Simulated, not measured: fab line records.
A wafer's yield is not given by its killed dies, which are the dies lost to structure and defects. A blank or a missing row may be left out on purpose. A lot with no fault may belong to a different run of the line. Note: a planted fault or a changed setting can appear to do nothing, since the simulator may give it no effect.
Problem report, 8D (eight disciplines) form, completed by code    flow ritCmos    the parts of the form that need people (team, actions taken, sign-off) are left out

## 1. THE PROBLEM
At RIT_PLDD_SOFTBAKE_02, heaterPowerTotalW averages 32.47 W over 6 wafers from 2 lots, while fault-free wafers read 34.56 W, standard deviation 0.047. Measured from the usual mean, that is -45 standard deviations.
The step: time 60 s.
First observed at day 6 20:48: wafer L882.1, on lithoTrack-01. At this step, 42 wafers from 14 lots have a number in the record. Rule for "out", or "out of limits": more than 4 standard deviations from the usual mean. Any other wafer with a number is counted as sound.

## 2. WHAT IT IS AND WHAT IT IS NOT
question                     is                             is not
which readings at this step  heaterPowerTotalW, plateTempC  -
which lots                   L882, L885                     L867, L868, L869, L870, L872, L873, L874, L875, L876, L877, L887, L889
which wafers of those lots   all that have a number         -
read on which tools          lithoTrack-01                  lithoTrack-02, lithoTrack-04
when                         from day 6 20:48               up to then (30 sound wafers); but 6 sound wafers of L887, L889 came after

## 3. THE SUSPECTS, EACH WITH WHAT RULES IT OUT
Counting: a tool at a process step up to the reading stays a suspect if it ran every lot that is out and no sound lot after the first of them.
- lithoTrack-01 at RIT_PLDD_SOFTBAKE_02 (time 60 s): kept. All lots that are out passed through it, beginning with L882 at day 6 20:48, and no sound lot followed; its final sound lot before that point was L876 at day 5 02:49. On those wafers its own readings are out: heaterPowerTotalW, plateTempC.
The count leaves lithoTrack-01 at RIT_PLDD_SOFTBAKE_02.

## 4. THE CAUSE (what the simulator had put in)
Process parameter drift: lithoTrack-01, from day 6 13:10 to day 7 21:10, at RIT_PLDD_SOFTBAKE_02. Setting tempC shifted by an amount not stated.
This tool alone remained once counting was done.

## 5. THE EFFECT CHAIN, in route order
One row per reading whose mean, taken over the struck wafers that have a number, lies over 3 standard deviations from the usual. Readings are gone through only where the record gives a usual standard deviation; hours: the median, over the lots, of the time from a lot's start at the first step in this table giving one to that lot's start at this step; sigmas: the change measured in usual standard deviations.
hours  step                  reading            usual    on struck wafers  change  sigmas
0      RIT_PLDD_SOFTBAKE_02  heaterPowerTotalW  34.56 W  32.47             -2.09   -45
0      RIT_PLDD_SOFTBAKE_02  plateTempC         90.03 C  86.03             -4.00   -33
The process steps in it:
- RIT_PLDD_SOFTBAKE_02: time 60 s.

## 6. HOW IT WOULD HAVE BEEN CAUGHT EARLIER
In this record no reading fell out of limits until day 6 20:48, 8 hours after the fault had begun at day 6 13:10.
